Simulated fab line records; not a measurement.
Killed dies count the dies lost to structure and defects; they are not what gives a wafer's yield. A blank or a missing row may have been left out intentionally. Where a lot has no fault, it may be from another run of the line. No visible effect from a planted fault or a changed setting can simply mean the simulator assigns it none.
Problem report, 8D (eight disciplines) form, completed by code    flow berkeleyCmos170    the parts of the form that need people (team, actions taken, sign-off) are left out

## 1. PROBLEM STATEMENT
At UCB170_NSD_IMPLANT_08, beamEnergyKeV averages 40.474 over 9 wafers from 3 lots, while fault-free wafers read 39.999, standard deviation 0.012. Relative to the usual mean, that is a shift of +40 standard deviations.
Earliest sighting: wafer L425.1 on implanter-01 at day 11 18:43. Wafers with a number at this step in the record: 21, from 7 lots. The rule behind "out" and "out of limits": a value lying over 4 standard deviations away from the usual mean. The other wafers with a number count as sound.

## 2. WHAT IT IS, AND WHAT IT ISN'T
question                     is                      is not
which readings at this step  beamEnergyKeV           -
which lots                   L425, L426, L429        L412, L413, L421, L431
which wafers of those lots   all that have a number  -
read on which tools          implanter-01            implanter-04
when                         from day 11 18:43       up to then (9 sound wafers); but 3 sound wafers of L431 came after

## 3. WHAT RULES OUT EACH SUSPECT
Counting: any tool at a process step up to the reading is kept as a suspect provided that every lot that is out went through it and no sound lot did after the first of them.
- implanter-01 at UCB170_NSD_IMPLANT_08: kept. It processed each lot that is out, first L425 at day 11 18:43, and no sound lot thereafter; up to then, the last sound lot it processed was L421 at day 10 11:26. Its own beamEnergyKeV readings are out on those wafers.
Remaining after the count: implanter-01 at UCB170_NSD_IMPLANT_08.

## 4. THE CAUSE (what the simulator had put in)
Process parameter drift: implanter-01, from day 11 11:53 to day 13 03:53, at UCB170_NSD_IMPLANT_08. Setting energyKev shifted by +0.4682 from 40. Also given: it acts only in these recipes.
Only this tool survived the counting.

## 5. THE CHAIN OF EFFECTS, in route order
Each row: a reading whose mean over the struck wafers that have a number lies more than 3 standard deviations from the usual. Only readings whose record carries a usual standard deviation are examined. hours: median over the lots of the time between each lot's start at the first step of this table that gives one and its start at this step. sigmas: the change, counted in usual standard deviations.
hours  step                   reading        usual   on struck wafers  change  sigmas
0      UCB170_NSD_IMPLANT_08  beamEnergyKeV  39.999  40.474            +0.475  +40
Its process steps:
- UCB170_NSD_IMPLANT_08

## 6. HOW IT WOULD HAVE BEEN CAUGHT EARLIER
First out-of-limits reading in this record: day 11 18:43, which is 7 hours after fault onset at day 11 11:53.
